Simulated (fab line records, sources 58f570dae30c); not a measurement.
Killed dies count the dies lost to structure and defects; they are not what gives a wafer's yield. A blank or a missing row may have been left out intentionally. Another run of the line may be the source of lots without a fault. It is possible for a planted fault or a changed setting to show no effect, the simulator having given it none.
A lot that was struck, set against a sound lot | flow berkeleyCmos170 | 13 out of 331 route steps
Sound: wafers L893.1, L893.2, L893.5. The struck wafers were L901.4, L901.5, L901.6. The cause is given at the end.
At each step with rows: each side's tool, then ch and its chambers, then its first start. Under that, the readings that differ: sound wafers | struck wafers | difference of the means | sigmas: that difference in standard deviations of wafers without a fault.
alike: a reading whose means differ by less than 2 such deviations, as well as words and numbers matching on both sides. not compared: withheld readings; readings where some wafer has no value; bounds like >300 that might hide an equal value; numbers whose values overlap and for which the record gives no deviation.
Wherever a step has rows on one side only, a row that says differs or no value, or a row with sigmas, the two part there. Non-overlapping numbers with no deviation appear without sigmas and do not part them. Lack of a reading on every wafer of one side parts them only where that side has two or more wafers.

first, 1 step without rows for these wafers: UCB170_PFIELD_IMPLANT_07.
UCB170_PFIELD_STRIP_08: strips in O2.
  sound on plasmaAsher-04 ch 0,1, day 5 23:37; struck on plasmaAsher-02 ch 0,1, day 7 13:50
reading                  | sound          | struck         | difference | sigmas
drypumpMotorCurrentA (A) | 5.18 5.45 5.16 | 5.93 5.67 5.94 | +0.58      | +2
  alike: oesProductAu, stripTimeToEndpointS
  not compared: rfHoursCounterH
UCB170_PFIELD_TW_MEAS_09:
  sound: filmMetro-01 at day 5 23:43; struck: filmMetro-04 at day 7 13:56
reading   | sound       | struck      | difference | sigmas
PFIELD_TW | 607 603 604 | 593 592 589 | -13        | -3
then, 2 steps without rows for these wafers: UCB170_FIELD_CLEAN_00 (cleans in dHF, time 7.5 s); UCB170_FIELD_OXIDATION_01 (target thk 558.3 nm, ox time 7200 s).
UCB170_FIELD_THK_MEAS_02:
  sound: filmMetro-03 at day 6 05:44; struck: filmMetro-02 at day 7 18:56
reading              | sound       | struck      | difference | sigmas
FIELD_OXIDE_THK (nm) | 551 551 561 | 534 527 542 | -20        | -2
then, 4 steps without rows for these wafers: UCB170_FIELD_ANNEAL_03 (time 1200 s); UCB170_FIELD_WET_ETCH_04 (etches SiO2 in dHF, time 60 s); UCB170_FIELD_WET_ETCH_05 (etches Si3N4 in H3PO4, time 12600 s); UCB170_FIELD_WET_ETCH_06 (etches SiO2 in BOE, time 22 s).
UCB170_FIELD_THK_MEAS_90:
  sound: filmMetro-04 at day 6 13:47; struck: filmMetro-02 at day 8 05:16
reading                     | sound       | struck      | difference | sigmas
FIELD_OXIDE_LEFT_1_THK (nm) | 435 434 444 | 417 410 424 | -21        | -2
then, 1 step without rows for these wafers: UCB170_SACOX_CLEAN_00 (cleans in dHF, time 7.5 s).
UCB170_SACOX_OXIDATION_01: target thk 14.4 nm, ox time 2400 s.
  struck on furnace-03, day 8 08:38; sound on furnace-01 ch 0, day 6 15:49
  no value came back on the struck wafers for oxTempC (C), oxTempCMax; on the sound wafers oxTempC (C) reads 900.3 899.9 899.0

## WHERE THEY PART
Earliest at UCB170_PFIELD_STRIP_08; latest, in this record, at UCB170_SACOX_OXIDATION_01.

WHY: the cause the simulator had injected
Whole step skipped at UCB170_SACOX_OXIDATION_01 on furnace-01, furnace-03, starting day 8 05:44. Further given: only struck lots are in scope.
